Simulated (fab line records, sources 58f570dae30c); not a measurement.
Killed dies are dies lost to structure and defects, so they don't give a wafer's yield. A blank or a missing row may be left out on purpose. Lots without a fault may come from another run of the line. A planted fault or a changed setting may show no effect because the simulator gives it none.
Problem report in the 8D (eight disciplines) form, filled by code | flow berkeley_cmos170 | the parts of the form that need people (team, actions taken, sign-off) are left out

1. THE PROBLEM
run_length_s at UCB170_M1_SOFTBAKE_05 reads a mean of 100.34 s on 6 wafers of 2 lots; wafers without a fault read 89.17 s with a standard deviation of 0.14. That is +80 standard deviations from the usual mean.
The step: time 60 s.
First seen on wafer L237.1, day 10 05:00, on litho_track-01. The record holds 42 wafers of 14 lots with a number at this step. Rule for "out", or "out of limits": more than 4 standard deviations from the usual mean. The other wafers with a number count as sound.

2. WHAT IT IS AND WHAT IT IS NOT
question                    | is                     | is not
which readings at this step | run_length_s           | chill_plate_temp_C
which lots                  | L237, L242             | L227, L228, L229, L230, L231, L232, L233, L235, L236, L238, L239, L247
which wafers of those lots  | all that have a number | -
read on which tools         | litho_track-01         | litho_track-02, litho_track-04
when                        | from day 10 05:00      | up to then (30 sound wafers); but 6 sound wafers of L239, L247 came after

3. SUSPECTS, AND WHAT RULES EACH OUT
Counting: a tool at a process step up to the reading stays a suspect if it ran every lot that is out and no sound lot after the first of them.
- rtp_anneal-02 at UCB170_SDANNEAL_RTA_01 (time 5 s): ruled out as a lasting fault. Sound lots L247 ran on it after its first lot that is out, L237 (day 9 17:59).
- litho_track-01 at UCB170_M1_SOFTBAKE_05 (time 60 s): kept. It ran every lot that is out, first L237 (day 10 05:00), and no sound lot after that; its last sound lot up to then is L236 (day 9 14:00). Its own readings are out on those wafers: run_length_s.
Left after counting: litho_track-01 at UCB170_M1_SOFTBAKE_05.

4. THE CAUSE (what the simulator had put in)
Process parameter drift: litho_track-01, from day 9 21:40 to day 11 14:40, at UCB170_M1_SOFTBAKE_05. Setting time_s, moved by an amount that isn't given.
Counting left only this tool.

5. THE CHAIN OF EFFECTS, in route order
Each row: a reading whose mean over the struck wafers that have a number lies more than 3 standard deviations from the usual. Only readings for which the record gives a usual standard deviation are gone through. hours: the time from each lot's start at the first step in this table that gives one to its start at this step, as a median over the lots. sigmas: the change in usual standard deviations.
hours | step                  | reading      | usual   | on struck wafers | change | sigmas
0     | UCB170_M1_SOFTBAKE_05 | run_length_s | 89.17 s | 100.34           | +11.17 | +80
The process steps in it:
- UCB170_M1_SOFTBAKE_05: time 60 s.
Later measuring or inspecting steps at which every struck wafer that the step has a row for has a number for every such reading, and none has moved that far: UCB170_M1_OVL_MEAS_10.

6. WHAT WOULD HAVE CAUGHT IT SOONER
In this record the first reading out of limits was taken at day 10 05:00, 7 hours after the fault began at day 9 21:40.
